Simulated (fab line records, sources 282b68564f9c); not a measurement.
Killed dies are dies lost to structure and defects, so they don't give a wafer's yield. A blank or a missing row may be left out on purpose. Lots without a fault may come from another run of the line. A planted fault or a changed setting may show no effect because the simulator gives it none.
fab line records | flow rit_cmos
record lots=6 wafers=18 last_day=7
route steps=202 shown SDANNEAL@156 PSD@157 NSD@158 PLDD@159 NLDD@160 SILICIDE@161 CONTACT@168 M1@184
lots that met no fault: from a run of the same line without faults
start_h: hours from the record's first day to the start of the lot's first wafer shown | wait_h: hours since the lot's step before | " the same as in the row above | L1.1+2: a row that stands for several wafers | - no value, or no start given | * or withheld: withheld | < > ~ a bound
route shown NAME@n: a module of which the file shows steps, and the number in the route of the first | usual: mean/standard deviation of fault-free wafers | same: alike in all rows | chamber/n: place in a boat | sites: the reading at each site | _std_site: their standard deviation | _edge_site: outer sites' mean less inner sites' | radius_mm: how far each site lies from the wafer's centre | mask NAME#n: copy n | behind: the tool/chamber that last shaped the wafer | hold: why the lot was held/for how many hours/how that ended | device: the transistor (n, p or np) that didn't switch | end of line: the same wafers' tests at the end of the route | a step without rows: its recipe alone | killed: dies lost to structure and defects at the first sort, not the wafer's yield | map: a wafer's dies, x killed, . not, _ none there
set.NAME: the setting as run; set.NAME@STEP: as run at that earlier step | model.NAME: the simulator's own value behind a step, which no gauge read
lots at some steps of the route; a table a step, a row a wafer
services: from which hour (start_h, from the record's first day; less than 0 if before it) a tool's chamber was out of use, for how many hours, and why
## steps
# step RIT_SDANNEAL_RTA_03
# recipe temp_c=1050 time_s=5 idle_temp_c=600 ramp_up_c_per_s=342 ramp_down_c_per_s=171 cool_to_c=600 ambient=N2
# usual wafer_temp_C_max=1053.3/1.1
# columns lot.wafer tool chamber start_h wait_h wafer_temp_C_max
L408.2 rtp_anneal-01 0 88.04 0.0 1053.8
L408.3 " 0 " " 1055.1
L408.4 " 0 " " 1051.4
L410.1 rtp_anneal-01 0 91.85 0.0 1053.1
L410.3 " 0 " " 1053.6
L410.4 " 0 " " 1054.9
L412.1 rtp_anneal-01 0 103.87 0.0 1052.8
L412.2 " 0 " " 1054.2
L412.4 " 0 " " 1052.9
L414.1 rtp_anneal-01 0 115.58 0.0 1057.3
L414.3 " 0 " " 1053.4
L414.4 " 0 " " 1052.9
L417.1 rtp_anneal-02 0 129.70 0.0 1053.6
L417.2 " 0 " " 1052.8
L417.3 " 0 " " 1052.3
L421.3 rtp_anneal-02 0 150.37 0.0 1055.9
L421.4 " 0 " " 1052.5
L421.5 " 0 " " 1053.5
# step RIT_SDANNEAL_RS_MEAS_04
# recipe thk_meas_gauge=four-point-probe
# usual PSD_RS=115.8/0.34
# columns lot.wafer tool chamber start_h wait_h PSD_RS[ohm/sq]
L408.2 film_metro-02 - 88.11 0.1 115.4
L408.3 " - " " 115.6
L408.4 " - " " 115.7
L410.1 film_metro-01 - 91.91 0.0 116.7
L410.3 " - " " 116.5
L410.4 " - " " 116.4
L412.1 film_metro-02 - 103.93 0.0 116.2
L412.2 " - " " 116.3
L412.4 " - " " 116.2
L414.1 film_metro-01 - 115.63 0.0 115.4
L414.3 " - " " 115.8
L414.4 " - " " 115.8
L417.1 film_metro-02 - 129.76 0.0 115.2
L417.2 " - " " 115.1
L417.3 " - " " 115.6
L421.3 film_metro-01 - 150.45 0.1 116.2
L421.4 " - " " 116.1
L421.5 " - " " 116.1
# step RIT_SDANNEAL_RS_MEAS_05
# recipe thk_meas_gauge=four-point-probe
# usual NSD_RS=84.4/0.34
# columns lot.wafer tool chamber start_h wait_h NSD_RS[ohm/sq]
L408.2 film_metro-02 - 88.23 0.1 84.1
L408.3 " - " " 84.2
L408.4 " - " " 83.8
L410.1 film_metro-01 - 92.03 0.1 84.5
L410.3 " - " " 84.3
L410.4 " - " " 84.4
L412.1 film_metro-02 - 104.05 0.1 84.7
L412.2 " - " " 84.5
L412.4 " - " " 84.6
L414.1 film_metro-01 - 115.75 0.1 84.4
L414.3 " - " " 84.5
L414.4 " - " " 84.6
L417.1 film_metro-02 - 129.88 0.1 84.0
L417.2 " - " " 83.8
L417.3 " - " " 83.9
L421.3 film_metro-01 - 150.57 0.1 84.5
L421.4 " - " " 84.5
L421.5 " - " " 84.7
# step RIT_SDANNEAL_RS_MEAS_06
# recipe thk_meas_gauge=four-point-probe
# usual PLDD_RS=178.6/0.41
# columns lot.wafer tool chamber start_h wait_h PLDD_RS[ohm/sq]
L408.2 film_metro-02 - 88.35 0.1 178.7
L408.3 " - " " 178.6
L408.4 " - " " 178.4
L410.1 film_metro-01 - 92.15 0.1 178.3
L410.3 " - " " 178.6
L410.4 " - " " 178.3
L412.1 film_metro-02 - 104.17 0.1 178.7
L412.2 " - " " 179.0
L412.4 " - " " 178.9
L414.1 film_metro-01 - 115.87 0.1 178.5
L414.3 " - " " 178.7
L414.4 " - " " 178.6
L417.1 film_metro-02 - 130.00 0.1 178.6
L417.2 " - " " 177.9
L417.3 " - " " 178.7
L421.3 film_metro-01 - 150.69 0.1 178.9
L421.4 " - " " 178.7
L421.5 " - " " 179.1
# step RIT_SDANNEAL_RS_MEAS_07
# recipe thk_meas_gauge=four-point-probe
# usual NLDD_RS=151.7/0.57
# columns lot.wafer tool chamber start_h wait_h NLDD_RS[ohm/sq]
L408.2 film_metro-02 - 88.47 0.1 150.5
L408.3 " - " " 150.0
L408.4 " - " " 150.5
L410.1 film_metro-01 - 92.27 0.1 151.5
L410.3 " - " " 151.3
L410.4 " - " " 150.9
L412.1 film_metro-02 - 104.29 0.1 151.7
L412.2 " - " " 152.3
L412.4 " - " " 151.9
L414.1 film_metro-01 - 115.99 0.1 152.1
L414.3 " - " " 151.6
L414.4 " - " " 151.7
L417.1 film_metro-02 - 130.12 0.1 151.3
L417.2 " - " " 151.2
L417.3 " - " " 151.3
L421.3 film_metro-01 - 150.81 0.1 151.8
L421.4 " - " " 152.3
L421.5 " - " " 152.1
# step RIT_SILICIDE_WET_ETCH_00
# recipe chemistry=BOE target=SiO2 target_depth_nm=14 time_s=15 dry=n2_spin dilution=10:1 temp_c=21.5
# step RIT_SILICIDE_SPUTTER_01
# recipe material=Ti target_thk_nm=30 power_w=350 chamber_pressure_pa=0.667 gas=Ar time_s=240 substrate_temp_c=25
# step RIT_SILICIDE_RS_MEAS_02
# recipe thk_meas_gauge=four-point-probe reads=Ti_of_SILICIDE_SPUTTER_01
# usual SILICIDE_TI_RS=48.2/0.68
# columns lot.wafer tool chamber start_h wait_h SILICIDE_TI_RS[ohm/sq]
L408.2 film_metro-03 - 88.76 0.1 48.6
L408.3 " - " " 49.1
L408.4 " - " " 48.8
L410.1 film_metro-04 - 92.55 0.1 49.7
L410.3 " - " " 48.4
L410.4 " - " " 49.6
L412.1 film_metro-02 - 104.57 0.1 47.6
L412.2 " - " " 48.3
L412.4 " - " " 48.9
L414.1 film_metro-02 - 116.28 0.1 47.6
L414.3 " - " " 48.4
L414.4 " - " " 48.1
L417.1 film_metro-03 - 130.40 0.1 48.3
L417.2 " - " " 48.0
L417.3 " - " " 48.2
L421.3 film_metro-04 - 151.10 0.1 48.3
L421.4 " - " " 48.3
L421.5 " - " " 48.4
# step RIT_SILICIDE_THK_MEAS_03
# recipe thk_meas_gauge=xrf reads=Ti_of_SILICIDE_SPUTTER_01
# usual SILICIDE_TI_THK=29.6/0.37
# columns lot.wafer tool chamber start_h wait_h SILICIDE_TI_THK[nm]
L408.2 film_metro-03 - 88.87 0.1 29.4
L408.3 " - " " 29.2
L408.4 " - " " 29.4
L410.1 film_metro-04 - 92.67 0.1 29.0
L410.3 " - " " 29.6
L410.4 " - " " 29.1
L412.1 film_metro-02 - 104.69 0.1 29.7
L412.2 " - " " 29.5
L412.4 " - " " 29.2
L414.1 film_metro-02 - 116.40 0.1 29.7
L414.3 " - " " 29.5
L414.4 " - " " 29.5
L417.1 film_metro-03 - 130.52 0.1 29.6
L417.2 " - " " 29.7
L417.3 " - " " 29.6
L421.3 film_metro-04 - 151.20 0.1 29.5
L421.4 " - " " 29.5
L421.5 " - " " 29.5
# step RIT_SILICIDE_RTA_04
# recipe temp_c=650 time_s=10 idle_temp_c=25 ramp_up_s=5 ramp_down_s=5 cool_to_c=25 ambient=N2
# usual wafer_temp_C_max=652.8/0.71
# columns lot.wafer tool chamber start_h wait_h wafer_temp_C_max
L408.2 rtp_anneal-02 0 88.93 0.1 652.0
L408.3 " 0 " " 652.6
L408.4 " 0 " " 652.4
L410.1 rtp_anneal-02 0 92.73 0.1 653.6
L410.3 " 0 " " 652.9
L410.4 " 0 " " 653.6
L412.1 rtp_anneal-02 0 104.75 0.1 653.5
L412.2 " 0 " " 653.0
L412.4 " 0 " " 652.7
L414.1 rtp_anneal-02 0 116.46 0.1 653.1
L414.3 " 0 " " 654.3
L414.4 " 0 " " 652.0
L417.1 rtp_anneal-01 0 130.58 0.1 652.6
L417.2 " 0 " " 652.2
L417.3 " 0 " " 651.9
L421.3 rtp_anneal-01 0 151.26 0.1 652.5
L421.4 " 0 " " 652.4
L421.5 " 0 " " 652.6
# step RIT_SILICIDE_WET_ETCH_05
# recipe chemistry=SPM target=Ti temp_c=90 time_s=120 dry=n2_spin
# step RIT_SILICIDE_RTA_06
# recipe temp_c=750 time_s=10 idle_temp_c=25 ramp_up_s=5 ramp_down_s=10 cool_to_c=25 ambient=N2
# usual wafer_temp_C_max=753.2/0.68
# columns lot.wafer tool chamber start_h wait_h wafer_temp_C_max
L408.2 rtp_anneal-01 0 89.05 0.0 752.7
L408.3 " 0 " " 753.1
L408.4 " 0 " " 753.0
L410.1 rtp_anneal-01 0 92.84 0.0 752.6
L410.3 " 0 " " 752.7
L410.4 " 0 " " 751.9
L412.1 rtp_anneal-01 0 104.86 0.0 752.8
L412.2 " 0 " " 752.4
L412.4 " 0 " " 752.8
L414.1 rtp_anneal-01 0 116.56 0.0 754.4
L414.3 " 0 " " 753.2
L414.4 " 0 " " 753.1
L417.1 rtp_anneal-02 0 130.69 0.0 753.4
L417.2 " 0 " " 753.2
L417.3 " 0 " " 753.5
L421.3 rtp_anneal-02 0 151.37 0.0 753.7
L421.4 " 0 " " 752.5
L421.5 " 0 " " 754.1
# step RIT_CONTACT_CVD_00
# recipe material=SiO2 target_thk_nm=400 precursor=TEOS temp_c=390 time_s=61 rf_w=400
# usual heater_power_w=327/51
# columns lot.wafer tool chamber start_h wait_h heater_power_w since_wet_clean_h
L408.2 pecvd-02 0 89.11 0.0 383 1035
L408.3 " 1 " " 308 1035
L408.4 " 1 " " 228 -
L410.1 pecvd-01 0 92.90 0.1 327 648
L410.3 " 1 " " 294 648
L410.4 " 0 " " 341 -
L412.1 pecvd-04 2 104.93 0.1 332 256
L412.2 " 1 " " 419 256
L412.4 " 0 " " 330 -
L414.1 pecvd-02 0 116.63 0.1 390 1062
L414.3 " 1 " " 279 1062
L414.4 " 2 " " 307 -
L417.1 pecvd-02 1 130.76 0.1 281 1077
L417.2 " 2 " " 309 1077
L417.3 " 0 " " 421 1077
L421.3 pecvd-04 0 151.41 0.0 326 302
L421.4 " 2 " " 266 -
L421.5 " 1 " " 379 -
# step RIT_CONTACT_THK_MEAS_01
# recipe reads=SiO2_of_CONTACT_CVD_00
# usual CONTACT_TEOS_THK=400/4.9
# columns lot.wafer tool chamber start_h wait_h CONTACT_TEOS_THK[nm]
L408.2 film_metro-04 - 89.17 0.0 398
L408.3 " - " " 397
L408.4 " - " " 405
L410.1 film_metro-04 - 92.95 0.0 403
L410.3 " - " " 402
L410.4 " - " " 411
L412.1 film_metro-03 - 104.98 0.0 389
L412.2 " - " " 396
L412.4 " - " " 397
L414.1 film_metro-04 - 116.68 0.0 397
L414.3 " - " " 397
L414.4 " - " " 402
L417.1 film_metro-01 - 130.81 0.0 391
L417.2 " - " " 397
L417.3 " - " " 397
L421.3 film_metro-03 - 151.48 0.0 399
L421.4 " - " " 401
L421.5 " - " " 404
# step RIT_CONTACT_HMDS_02
# recipe prime_time_s=60 prime_temp_c=140
# step RIT_CONTACT_COAT_03
# recipe resist=NOVOLAK spin_rpm=3250 resist_thk_nm=987.5
# step RIT_CONTACT_SOFTBAKE_04
# recipe resist=NOVOLAK temp_c=90 time_s=60
# step RIT_CONTACT_EXPOSE_05
# recipe mask_id=M11 na=0.6 source_shape=conventional sigma_outer=0.5 target_cd_nm=1000 dose_mj=255
# step RIT_CONTACT_PEB_06
# recipe resist=NOVOLAK temp_c=withheld time_s=withheld
# step RIT_CONTACT_DEVELOP_07
# recipe resist=NOVOLAK develop_time_s=120 dev_temp_c=23
# step RIT_CONTACT_CD_MEAS_08
# recipe target_cd_nm=1000
# usual cd_nm=998.9/2
# columns lot.wafer tool chamber start_h wait_h cd_nm
L408.2 cd_sem-01 - 90.33 - 997.3
L408.3 " - " " 997.0
L408.4 " - " " 998.5
L410.1 cd_sem-02 - 94.20 - 998.7
L410.3 " - " " 998.6
L410.4 " - " " 997.5
L412.1 cd_sem-02 - 106.13 - 999.7
L412.2 " - " " 997.8
L412.4 " - " " 1000.7
L414.1 cd_sem-02 - 117.83 - 1001.4
L414.3 " - " " 1000.6
L414.4 " - " " 1001.5
L417.1 cd_sem-02 - 131.96 - 997.9
L417.2 " - " " 997.5
L417.3 " - " " 1000.2
L421.3 cd_sem-02 - 152.65 - 998.5
L421.4 " - " " 999.3
L421.5 " - " " 999.0
# step RIT_CONTACT_OVL_MEAS_09
# usual CONTACT_OVL=0.5/1.8
# columns lot.wafer tool chamber start_h wait_h CONTACT_OVL[nm]
L408.2 overlay-02 - 90.44 0.1 -0.9
L408.3 " - " " 0.0
L408.4 " - " " 0.5
L410.1 overlay-01 - 94.32 0.1 1.9
L410.3 " - " " 1.4
L410.4 " - " " 1.0
L412.1 overlay-01 - 106.25 0.1 1.4
L412.2 " - " " 0.1
L412.4 " - " " -0.3
L414.1 overlay-01 - 117.95 0.1 -2.3
L414.3 " - " " -3.6
L414.4 " - " " -1.3
L417.1 overlay-02 - 132.08 0.1 1.2
L417.2 " - " " 1.2
L417.3 " - " " -0.5
L421.3 overlay-01 - 152.74 0.1 0.2
L421.4 " - " " -1.3
L421.5 " - " " 0.2
# step RIT_CONTACT_HARDBAKE_10
# recipe resist=NOVOLAK temp_c=140 time_s=60
# step RIT_CONTACT_ETCH_11
# recipe target_depth_a=4800 over_etch_frac=0.2 stop_on=TiSi2 chemistry=CHF3/CF4/Ar target=SiO2 CHF3_flow_sccm=50 cf4_flow_sccm=10 Ar_flow_sccm=100 O2_flow_sccm=5 pressure_mtorr=100 rf_w=200 time_s=320
# usual O2_flow_sccm=4.997/0.014 drypump_motor_current_A=5.8/0.45 oes_product_au=0.987/0.017 throttle_valve_pct=8.91/0.1
# columns lot.wafer tool chamber start_h wait_h O2_flow_sccm drypump_motor_current_A oes_product_au rf_hours_counter_h throttle_valve_pct
L408.2 rie_diel-02 0 90.72 0.1 5.003 6.2 1.001 141 9.08
L408.3 " 2 " " 5.002 4.8 0.976 76 8.96
L408.4 " 1 " " 4.995 5.9 0.969 8 8.94
L410.1 rie_diel-03 0 94.51 0.1 5.006 5.4 0.997 65 8.98
L410.3 " 1 " " 5.036 6.1 1.019 130 8.90
L410.4 " 0 " " 4.962 5.4 0.989 - 8.98
L412.1 rie_diel-01 3 106.44 0.1 4.991 5.9 0.958 9 8.85
L412.2 " 2 " " 5.003 5.8 0.994 6 9.01
L412.4 " 0 " " 4.992 6.5 0.986 2 8.96
L414.1 rie_diel-03 2 118.14 0.1 4.994 5.0 1.000 37 8.81
L414.3 " 1 " " 4.983 6.1 1.019 130 8.89
L414.4 " 0 " " 5.001 5.5 0.989 65 8.98
L417.1 rie_diel-02 1 132.27 0.1 5.013 5.9 0.960 8 8.93
L417.2 " 2 " " 4.993 4.8 0.971 77 8.96
L417.3 " 0 " " 4.998 6.2 1.006 142 9.09
L421.3 rie_diel-01 3 152.92 0.1 4.991 5.9 0.959 10 8.83
L421.4 " 2 " " 4.996 5.8 1.001 7 8.99
L421.5 " 2 " " 5.009 5.8 0.992 - 9.00
# step RIT_CONTACT_STRIP_12
# recipe chemistry=O2 time_s=180 resist=NOVOLAK platen_temp_c=withheld power_w=500 pressure_mtorr=4000 o2_flow_sccm=4000
# usual drypump_motor_current_A=5.8/0.33 o2_flow_sccm=4000/12
# columns lot.wafer tool chamber start_h wait_h drypump_motor_current_A o2_flow_sccm rf_hours_counter_h
L408.2 plasma_asher-04 0 90.91 0.1 6.0 3990 41
L408.3 " 1 " " 5.6 4005 -
L408.4 " 0 " " 6.0 3977 -
L410.1 plasma_asher-04 1 94.70 0.1 5.6 4012 42
L410.3 " 0 " " 6.0 3995 -
L410.4 " 1 " " 5.6 4004 -
L412.1 plasma_asher-01 0 106.63 0.1 5.2 3993 47
L412.2 " 1 " " 6.0 3971 47
L412.4 " 1 " " 6.0 4016 -
L414.1 plasma_asher-03 0 118.33 0.1 5.9 3999 0
L414.3 " 1 " " 6.2 4000 -
L414.4 " 0 " " 5.8 4003 -
L417.1 plasma_asher-03 1 132.46 0.1 6.2 3986 2
L417.2 " 0 " " 5.9 4032 2
L417.3 " 0 " " 5.9 4000 -
L421.3 plasma_asher-04 1 153.17 0.2 5.5 4016 -
L421.4 " 0 " " 6.0 3993 -
L421.5 " 1 " " 5.5 4009 -
# step RIT_CONTACT_CD_MEAS_90
# recipe target_cd_nm=1000
# usual cd_nm=999.0/2.1
# columns lot.wafer tool chamber start_h wait_h cd_nm
L408.2 cd_sem-01 - 91.11 0.1 998.5
L408.3 " - " " 997.5
L408.4 " - " " 999.4
L410.1 cd_sem-02 - 94.88 0.1 999.3
L410.3 " - " " 998.3
L410.4 " - " " 997.8
L412.1 cd_sem-01 - 106.81 0.1 999.2
L412.2 " - " " 998.1
L412.4 " - " " 1000.6
L414.1 cd_sem-01 - 118.51 0.1 1001.5
L414.3 " - " " 1000.0
L414.4 " - " " 1002.2
L417.1 cd_sem-01 - 132.64 0.1 997.3
L417.2 " - " " 997.4
L417.3 " - " " 1000.3
L421.3 cd_sem-01 - 153.33 0.1 998.5
L421.4 " - " " 999.6
L421.5 " - " " 999.0
# step RIT_CONTACT_CLEAN_13
# recipe chemistry=SC1 mix=3:3:50 time_s=600 temp_c=75
# step RIT_CONTACT_CLEAN_14
# recipe chemistry=SC2 mix=3:3:50 time_s=600 temp_c=75 dry=n2_spin
# step RIT_M1_SPUTTER_00
# recipe material=Al target_thk_nm=400 power_w=2000 chamber_pressure_pa=0.4 gas=Ar time_s=500 substrate_temp_c=25
# step RIT_M1_RS_MEAS_01
# recipe thk_meas_gauge=four-point-probe reads=Al_of_M1_SPUTTER_00
# usual M1_AL_RS=0.0734/0.00082
# columns lot.wafer tool chamber start_h wait_h M1_AL_RS[ohm/sq]
L408.2 film_metro-02 - 91.93 0.2 0.0724
L408.3 " - " " 0.0731
L408.4 " - " " 0.0730
L410.1 film_metro-02 - 95.68 0.1 0.0722
L410.3 " - " " 0.0730
L410.4 " - " " 0.0721
L412.1 film_metro-01 - 107.57 0.1 0.0737
L412.2 " - " " 0.0737
L412.4 " - " " 0.0742
L414.1 film_metro-04 - 119.29 0.1 0.0750
L414.3 " - " " 0.0744
L414.4 " - " " 0.0741
L417.1 film_metro-04 - 133.40 0.1 0.0732
L417.2 " - " " 0.0727
L417.3 " - " " 0.0740
L421.3 film_metro-01 - 154.11 0.2 0.0728
L421.4 " - " " 0.0733
L421.5 " - " " 0.0732
# step RIT_M1_THK_MEAS_02
# recipe thk_meas_gauge=xrf reads=Al_of_M1_SPUTTER_00
# usual M1_AL_THK=398/5.1
# columns lot.wafer tool chamber start_h wait_h M1_AL_THK[nm]
L408.2 film_metro-02 - 92.04 0.1 403
L408.3 " - " " 400
L408.4 " - " " 400
L410.1 film_metro-02 - 95.80 0.1 406
L410.3 " - " " 402
L410.4 " - " " 404
L412.1 film_metro-01 - 107.69 0.1 394
L412.2 " - " " 395
L412.4 " - " " 390
L414.1 film_metro-04 - 119.41 0.1 393
L414.3 " - " " 395
L414.4 " - " " 397
L417.1 film_metro-04 - 133.52 0.1 401
L417.2 " - " " 405
L417.3 " - " " 397
L421.3 film_metro-01 - 154.21 0.1 398
L421.4 " - " " 393
L421.5 " - " " 394
# step RIT_M1_HMDS_03
# recipe prime_time_s=60 prime_temp_c=140
# step RIT_M1_COAT_04
# recipe resist=NOVOLAK spin_rpm=2000 resist_thk_nm=1286
# step RIT_M1_SOFTBAKE_05
# recipe resist=NOVOLAK temp_c=90 time_s=60
# step RIT_M1_EXPOSE_06
# recipe mask_id=M12 na=0.6 source_shape=conventional sigma_outer=0.5 target_cd_nm=2600 dose_mj=250
# step RIT_M1_PEB_07
# recipe resist=NOVOLAK temp_c=withheld time_s=withheld
# step RIT_M1_DEVELOP_08
# recipe resist=NOVOLAK develop_time_s=68 dev_temp_c=23
# step RIT_M1_CD_MEAS_09
# recipe target_cd_nm=2600
# usual cd_nm=2600.3/2.6
# columns lot.wafer tool chamber start_h wait_h cd_nm
L408.2 cd_sem-02 - 92.99 - 2601.9
L408.3 " - " " 2599.6
L408.4 " - " " 2601.2
L410.1 cd_sem-01 - 96.86 - 2598.1
L410.3 " - " " 2596.1
L410.4 " - " " 2598.1
L412.1 cd_sem-02 - 108.76 - 2599.7
L412.2 " - " " 2603.5
L412.4 " - " " 2600.1
L414.1 cd_sem-02 - 120.35 - 2597.3
L414.3 " - " " 2598.4
L414.4 " - " " 2597.8
L417.1 cd_sem-02 - 134.59 - 2600.8
L417.2 " - " " 2601.1
L417.3 " - " " 2600.3
L421.3 cd_sem-01 - 155.17 - 2598.3
L421.4 " - " " 2597.0
L421.5 " - " " 2596.3
# step RIT_M1_OVL_MEAS_10
# usual M1_OVL=-0.8/1.6
# columns lot.wafer tool chamber start_h wait_h M1_OVL[nm]
L408.2 overlay-01 - 93.09 0.1 0.9
L408.3 " - " " 0.1
L408.4 " - " " 1.8
L410.1 overlay-02 - 96.98 0.1 -4.4
L410.3 " - " " -2.8
L410.4 " - " " -4.1
L412.1 overlay-02 - 108.88 0.1 -4.6
L412.2 " - " " -3.6
L412.4 " - " " -4.3
L414.1 overlay-01 - 120.47 0.1 -1.1
L414.3 " - " " -1.1
L414.4 " - " " -0.4
L417.1 overlay-02 - 134.71 0.1 -1.9
L417.2 " - " " -1.5
L417.3 " - " " 0.2
L421.3 overlay-01 - 155.26 0.1 -2.0
L421.4 " - " " -1.9
L421.5 " - " " -2.0
# step RIT_M1_HARDBAKE_11
# recipe resist=NOVOLAK temp_c=140 time_s=120
# step RIT_M1_METAL_ETCH_12
# recipe stop_on=SiO2 chemistry=Cl2/BCl3 target=Al time_s=165 over_etch_frac=0.5 pressure_mtorr=100 target_depth_a=6000 rf_w=250 Cl2_flow_sccm=60 bcl3_flow_sccm=50
# step RIT_M1_STRIP_13
# recipe chemistry=nmp resist=NOVOLAK temp_c=80 time_s=600 dry=n2_spin
# step RIT_M1_PROBE_99
# usual killed_at_M0_to_M3=0.0/0.12 killed_at_contacts=0.0/0.22 killed_at_front_end=7/3.2 killed_dies=8/3.2 killed_on_rim=1.9/1.4 killed_open=3.7/2.1 killed_short=3.8/2.2
# same gross_dies=264 killed_at_M4_up=0 killed_at_back_side=0 killed_at_other=0
# columns lot.wafer tool chamber start_h wait_h hold killed_at_M0_to_M3 killed_at_contacts killed_at_front_end killed_dies killed_on_rim killed_open killed_short
L408.2 prober-01 - 95.68 0.1 - 0 0 8 8 2 5 3
L408.3 prober-01 - 95.73 0.2 - 0 0 11 11 2 3 8
L408.4 prober-01 - 95.78 0.2 - 1 0 8 9 3 3 6
L410.1 prober-01 - 100.19 0.1 - 0 0 8 8 0 3 5
L410.3 prober-01 - 100.29 0.2 - 0 0 6 6 0 3 3
L410.4 prober-01 - 100.34 0.2 - 0 0 6 6 0 3 3
L412.1 prober-01 - 111.45 0.1 - 0 0 1 1 0 0 1
L412.2 prober-01 - 111.50 0.1 - 0 0 6 6 1 1 5
L412.4 prober-01 - 111.60 0.2 - 0 0 12 12 3 7 5
L414.1 prober-01 - 123.01 0.1 await_dispo/2.3h/release 0 0 12 12 4 5 7
L414.3 prober-01 - 123.11 0.2 await_dispo/2.3h/release 0 0 5 5 2 2 3
L414.4 prober-01 - 123.16 0.2 await_dispo/2.3h/release 0 28 4 32 9 2 2
L417.1 prober-02 - 137.24 0.1 await_dispo/4.0h/release 0 0 8 8 2 4 4
L417.2 prober-02 - 137.29 0.1 await_dispo/4.0h/release 0 29 8 37 9 6 3
L417.3 prober-02 - 137.34 0.2 await_dispo/4.0h/release 0 0 5 5 3 2 3
L421.3 prober-02 - 158.09 0.2 - 0 0 11 11 5 1 10
L421.4 prober-02 - 158.14 0.2 - 0 0 7 7 2 3 4
L421.5 prober-02 - 158.19 0.2 - 0 0 6 6 1 2 4
# killed by level:class
L408.2 FOX2:geometric_particle:open=2 GATE:geometric_particle:open=2 FOX1:geometric_particle:short=1 GATE:geometric_particle:short=1 REOX:geometric_particle:short=1 REOX:geometric_particle:open=1
L408.3 REOX:geometric_particle:short=4 ACTIVE:geometric_particle:short=1 FOX1:geometric_particle:open=1 FOX1:geometric_particle:short=1 FOX2:geometric_particle:short=1 GATE:geometric_particle:short=1 REOX:geometric_particle:open=1 SPACER:geometric_particle:open=1
L408.4 FOX2:geometric_particle:short=2 GATE:geometric_particle:open=2 REOX:geometric_particle:short=2 GATE:geometric_particle:short=1 SPACER:geometric_particle:open=1 M1:geometric_particle:short=1
L410.1 SILICIDE:geometric_particle:short=4 GATE:geometric_particle:open=2 GATE:geometric_particle:short=1 SPACER:geometric_particle:open=1
L410.3 SILICIDE:geometric_particle:open=2 FOX1:geometric_particle:short=1 GATE:geometric_particle:open=1 GATE:geometric_particle:short=1 SILICIDE:geometric_particle:short=1
L410.4 SILICIDE:geometric_particle:open=3 GATE:geometric_particle:short=1 SPACER:geometric_particle:short=1 SILICIDE:geometric_particle:short=1
L412.1 GATE:geometric_particle:short=1
L412.2 FOX1:geometric_particle:short=2 REOX:geometric_particle:short=2 FOX2:geometric_particle:short=1 SPACER:geometric_particle:open=1
L412.4 GATE:geometric_particle:open=2 GATE:geometric_particle:short=2 REOX:geometric_particle:open=2 REOX:geometric_particle:short=2 FOX1:geometric_particle:open=1 FOX2:geometric_particle:open=1 SPACER:geometric_particle:open=1 SPACER:geometric_particle:short=1
L414.1 GATE:geometric_particle:open=3 REOX:geometric_particle:short=3 GATE:geometric_particle:short=2 FOX1:geometric_particle:short=1 FOX1:geometric_particle:open=1 FOX2:geometric_particle:open=1 SPACER:geometric_particle:short=1
L414.3 FOX1:geometric_particle:short=1 GATE:geometric_particle:open=1 REOX:geometric_particle:short=1 SILICIDE:geometric_particle:open=1 SILICIDE:geometric_particle:short=1
L414.4 CONTACT:unspecified=28 FOX2:geometric_particle:short=1 FOX2:geometric_particle:open=1 GATE:geometric_particle:short=1 REOX:geometric_particle:open=1
L417.1 GATE:geometric_particle:short=3 GATE:geometric_particle:open=2 FOX1:geometric_particle:open=1 SPACER:geometric_particle:open=1 SPACER:geometric_particle:short=1
L417.2 CONTACT:unspecified=28 GATE:geometric_particle:open=2 GATE:geometric_particle:short=1 REOX:geometric_particle:short=1 REOX:geometric_particle:open=1 SPACER:geometric_particle:short=1 SPACER:geometric_particle:open=1 SILICIDE:geometric_particle:open=1
L417.3 GATE:geometric_particle:short=2 GATE:geometric_particle:open=2 REOX:geometric_particle:short=1
L421.3 FOX2:geometric_particle:short=4 GATE:geometric_particle:short=3 REOX:geometric_particle:short=2 GATE:geometric_particle:open=1 SPACER:geometric_particle:short=1
L421.4 FOX2:geometric_particle:open=2 FOX2:geometric_particle:short=2 FOX1:geometric_particle:open=1 GATE:geometric_particle:short=1 SILICIDE:geometric_particle:short=1
L421.5 FOX2:geometric_particle:short=2 FOX1:geometric_particle:short=1 FOX1:geometric_particle:open=1 GATE:geometric_particle:short=1 SPACER:geometric_particle:open=1
# map L414.4 (x killed, . not)
________.....x._______
_____x.x..........____
____xxxxx..........___
___xxxxxx...........__
__.xxxxxxx..........._
__.x.xxxx............_
_...xx..x.............
_.....................
_.................x...
_.....................
__..................._
__...x..............._
___.................__
____...............___
_____..........x..____
________......._______
# map L417.2 (x killed, . not)
________......._______
_____.xx..........____
____xxxxx..........___
___xxxxxxx.........x__
__.xxxxx............._
__.xxxxxx............_
_x..x..xx.............
_.....................
_..x..............x...
_...........x......x..
__.........x........._
__...........x......._
___....x............__
____...............___
_____.............____
________......._______
## services
# columns tool chamber start_h hours kind
rie_diel-03 3 71.69 - clean
rie_diel-03 3 71.69 32.0 scheduled_down
rie_diel-03 3 71.69 32.0 vent_cycle
plasma_asher-04 - 89.88 0.5 repair
plasma_asher-03 - 108.75 9.0 pm
plasma_asher-03 0 108.75 9.0 vent_cycle
plasma_asher-03 1 108.75 9.0 vent_cycle
rie_diel-01 0 112.22 31.6 repair
plasma_asher-03 0 117.75 - clean
plasma_asher-03 1 117.75 - clean
rie_diel-01 - 129.58 0.1 repair
## key
first_sign step=RIT_M1_PROBE_99 reading=killed_at_contacts direction=up sigmas=28 usual=0.0 struck=28.5
effect step=RIT_M1_PROBE_99 reading=killed_dies direction=up sigmas=8.5 usual=8 struck=34
met_at RIT_CONTACT_CVD_00
struck_wafers L414.4,L417.2
tester_left_out L414,L417
fault kind=chamber_particle_source tool=pecvd-02 chamber=2 onset_h=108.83 steps=RIT_CONTACT_CVD_00 rate_per_visit_cm2=0.60073 end_h=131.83
# tester_left_out: of these lots the tester's yield and bins aren't shown, on N5 and GAA mostly nor the transistor test; their killed dies are dies lost to structure and defects alone, not to doping, threshold or leakage, so they don't give the yield
